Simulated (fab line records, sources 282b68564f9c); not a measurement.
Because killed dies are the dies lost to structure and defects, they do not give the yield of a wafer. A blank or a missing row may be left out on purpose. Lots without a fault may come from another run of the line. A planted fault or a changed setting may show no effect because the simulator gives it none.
Split-lot experiment ; flow rit cmos ; 23 wafers read from 5 lots, route of 202 steps

## ABOUT THE SPLIT
At RIT_SDANNEAL_RTA_03 (time 5 s), the setting time s was moved away from the recipe's 5 s on 7 of the 23 wafers read, by -5.3% to +12.4%. This setting was run at the recipe's value on the other wafers.

Split to reading: the file shows no intervening step.

## THE READING
PSD_RS in ohm/sq, measured at RIT_SDANNEAL_RS_MEAS_04 by four-point-probe. On this fab line, fault-free wafers typically give 115.7 ohm/sq with a standard deviation of 0.31 ohm/sq.

wafer;tool, chamber at the split;time s as run, s;against the recipe;PSD_RS, ohm/sq;against lot-mates on the recipe
L079.1;rtp anneal-01, 0;5;recipe;115.9;-
L079.3;rtp anneal-01, 0;5.619;+12.4%;114.6;-1.4
L079.4;rtp anneal-01, 0;5;recipe;116.2;-
L079.5;rtp anneal-01, 0;5;recipe;115.8;-
L079.6;rtp anneal-01, 0;5.619;+12.4%;114.6;-1.4
L081.1;rtp anneal-01, 0;5;recipe;115.6;-
L081.2;rtp anneal-01, 0;5;recipe;115.4;-
L081.3;rtp anneal-01, 0;5;recipe;115.9;-
L081.4;rtp anneal-01, 0;5;recipe;115.9;-
L081.5;rtp anneal-01, 0;5;recipe;115.6;-
L082.1;rtp anneal-02, 0;5;recipe;116.0;-
L082.2;rtp anneal-02, 0;4.734;-5.3%;116.7;+0.9
L082.3;rtp anneal-02, 0;5;recipe;115.7;-
L082.5;rtp anneal-02, 0;4.734;-5.3%;116.9;+1.1
L082.6;rtp anneal-02, 0;4.734;-5.3%;116.5;+0.7
L084.3;rtp anneal-02, 0;5;recipe;115.4;-
L084.4;rtp anneal-02, 0;5;recipe;115.6;-
L084.6;rtp anneal-02, 0;5;recipe;115.5;-
L085.1;rtp anneal-01, 0;5;recipe;115.0;-
L085.2;rtp anneal-01, 0;4.785;-4.3%;116.0;+0.6
L085.3;rtp anneal-01, 0;5;recipe;115.6;-
L085.4;rtp anneal-01, 0;4.785;-4.3%;115.9;+0.5
L085.6;rtp anneal-01, 0;5;recipe;115.5;-

THE FIT
A straight line over all 23 wafers: PSD_RS changes by -0.106 ohm/sq for each +1% of time s; r = -0.84; the points scatter about the line by 0.31 ohm/sq.
The same after taking each lot's own level away (the mean of its wafers on the recipe; 23 wafers): -0.122 ohm/sq for each +1%; r = -0.95; scatter 0.19 ohm/sq.
According to that fit, moving time s by its largest amount changes the reading by 1.5 ohm/sq.
Across the lots, their own levels run from 115.37 to 115.97 ohm/sq, a range of 1.9 times the standard deviation given above.
So the slope is not independent of the lot-to-lot level: the two fits are not the same.
Check: for one of the wafers moved furthest among these (+12.4%), held out of the fit, the line's prediction against its lot-mates is -1.54 ohm/sq. Against them it came out at -1.37 ohm/sq.

## ADDITIONAL SPLITS CARRIED BY THESE WAFERS
These wafers also went through other splits before the reading. Each is held against what the fit with the lots' levels taken away leaves over:
other split on the same wafers;wafers away from the commonest value;r with PSD_RS (lot level and that fit taken away)
RIT_ACTIVE_ETCH_13 rf w;7;-0.28
RIT_NWELL_COAT_01 spin rpm;8;-0.29
RIT_NRETRO_COAT_01 spin rpm;6;-0.20
RIT_NRETRO_IMPLANT_08 dose cm2;7;-0.11
RIT_PRETRO_SOFTBAKE_02 temp c;9;-0.10
RIT_GATE_OXIDATION_05 ox time s;15;+0.05
RIT_REOX_OXIDATION_03 ox time s;10;+0.07
RIT_PLDD_SOFTBAKE_02 temp c;8;+0.24
RIT_PLDD_IMPLANT_08 energy kev;6;+0.04

## FILE'S OWN FIT
PSD_RS changes by -0.12 ohm/sq for each +1% of time s, r = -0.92.
